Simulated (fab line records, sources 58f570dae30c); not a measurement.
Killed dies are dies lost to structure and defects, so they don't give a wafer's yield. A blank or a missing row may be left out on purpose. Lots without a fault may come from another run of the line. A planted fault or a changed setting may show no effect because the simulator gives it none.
Split-lot experiment | flow berkeley_cmos170 | 5 lots, 27 wafers read, on a route of 331 steps

THE SPLIT
At UCB170_NLDD_DEVELOP_05 (develop time 45 s), the setting develop_time_s was moved away from the recipe's 45 s on 9 of the 27 wafers read, by -49.2% to +24.0%. The other wafers ran this setting at the recipe's value.

The file shows no step between the split and the reading.

THE READING
cd_nm, in nm, at UCB170_NLDD_CD_MEAS_06 (target cd 1200 nm). Fault-free wafers of this fab line usually give 1200.6 nm, standard deviation 1.8 nm.

wafer  | tool, chamber at the split | develop_time_s as run, s | against the recipe | cd_nm, nm | against lot-mates on the recipe
L078.1 | litho_track-04, 0          | 45                       | recipe             | 1198.3    | -
L078.2 | litho_track-04, 0          | 55.8                     | +24.0%             | 1202.5    | +3.5
L078.3 | litho_track-04, 0          | 55.8                     | +24.0%             | 1200.8    | +1.8
L078.4 | litho_track-04, 0          | 55.8                     | +24.0%             | 1201.5    | +2.5
L078.5 | litho_track-04, 0          | 45                       | recipe             | 1199.9    | -
L078.6 | litho_track-04, 0          | 45                       | recipe             | 1198.7    | -
L079.1 | litho_track-04, 0          | 22.84                    | -49.2%             | 1195.1    | -5.2
L079.2 | litho_track-04, 0          | 45                       | recipe             | 1200.0    | -
L079.3 | litho_track-04, 0          | 22.84                    | -49.2%             | 1195.3    | -5.0
L079.4 | litho_track-04, 0          | 45                       | recipe             | 1201.3    | -
L079.5 | litho_track-04, 0          | 22.84                    | -49.2%             | 1193.4    | -6.9
L079.6 | litho_track-04, 0          | 45                       | recipe             | 1199.7    | -
L077.1 | litho_track-03, 0          | 37.76                    | -16.1%             | 1198.9    | -1.1
L077.2 | litho_track-03, 0          | 45                       | recipe             | 1200.0    | -
L077.3 | litho_track-03, 0          | 37.76                    | -16.1%             | 1198.4    | -1.6
L077.4 | litho_track-03, 0          | 45                       | recipe             | 1200.6    | -
L077.5 | litho_track-03, 0          | 45                       | recipe             | 1199.3    | -
L077.6 | litho_track-03, 0          | 37.76                    | -16.1%             | 1200.5    | +0.5
L083.4 | litho_track-02, 0          | 45                       | recipe             | 1203.0    | -
L083.5 | litho_track-02, 0          | 45                       | recipe             | 1203.2    | -
L083.6 | litho_track-02, 0          | 45                       | recipe             | 1203.3    | -
L084.1 | litho_track-03, 0          | 45                       | recipe             | 1202.9    | -
L084.2 | litho_track-03, 0          | 45                       | recipe             | 1202.2    | -
L084.3 | litho_track-03, 0          | 45                       | recipe             | 1202.3    | -
L084.4 | litho_track-03, 0          | 45                       | recipe             | 1202.6    | -
L084.5 | litho_track-03, 0          | 45                       | recipe             | 1203.0    | -
L084.6 | litho_track-03, 0          | 45                       | recipe             | 1202.8    | -

THE FIT
A straight line over all 27 wafers: cd_nm changes by +0.108 nm for each +1% of develop_time_s; r = +0.77; the points scatter about the line by 1.7 nm.
The same after taking each lot's own level away (the mean of its wafers on the recipe; 27 wafers): +0.111 nm for each +1%; r = +0.94; scatter 0.74 nm.
On that fit, the largest move of develop_time_s shifts the reading by 5.4 nm.
The lots' own levels span 1198.97 to 1203.17 nm, that is 2.3 times the standard deviation above.
So the lot-to-lot level blurs the effect unless lot-mates are compared.
Check: with one of the wafers moved furthest among these (-49.2%) left out of the fit, the line predicts -5.4 nm for it against its lot-mates. It came out at -5.23 nm against them.

OTHER SPLITS ON THESE WAFERS
These wafers also went through other splits before the reading. Each is held against what the fit with the lots' levels taken away leaves over:
other split on the same wafers      | wafers away from the commonest value | r with cd_nm (lot level and that fit taken away)
UCB170_NWELL_OXIDATION_01 ox_time_s | 21                                   | +0.15
UCB170_PWELL_ETCH_14 time_s         | 9                                    | -0.12
UCB170_FIELD_OXIDATION_01 ox_time_s | 12                                   | -0.10
UCB170_GATE_OXIDATION_01 ox_time_s  | 12                                   | -0.10

THE FILE'S OWN FIT
cd_nm changes by +0.109 nm for each +1% of develop_time_s, r = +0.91.
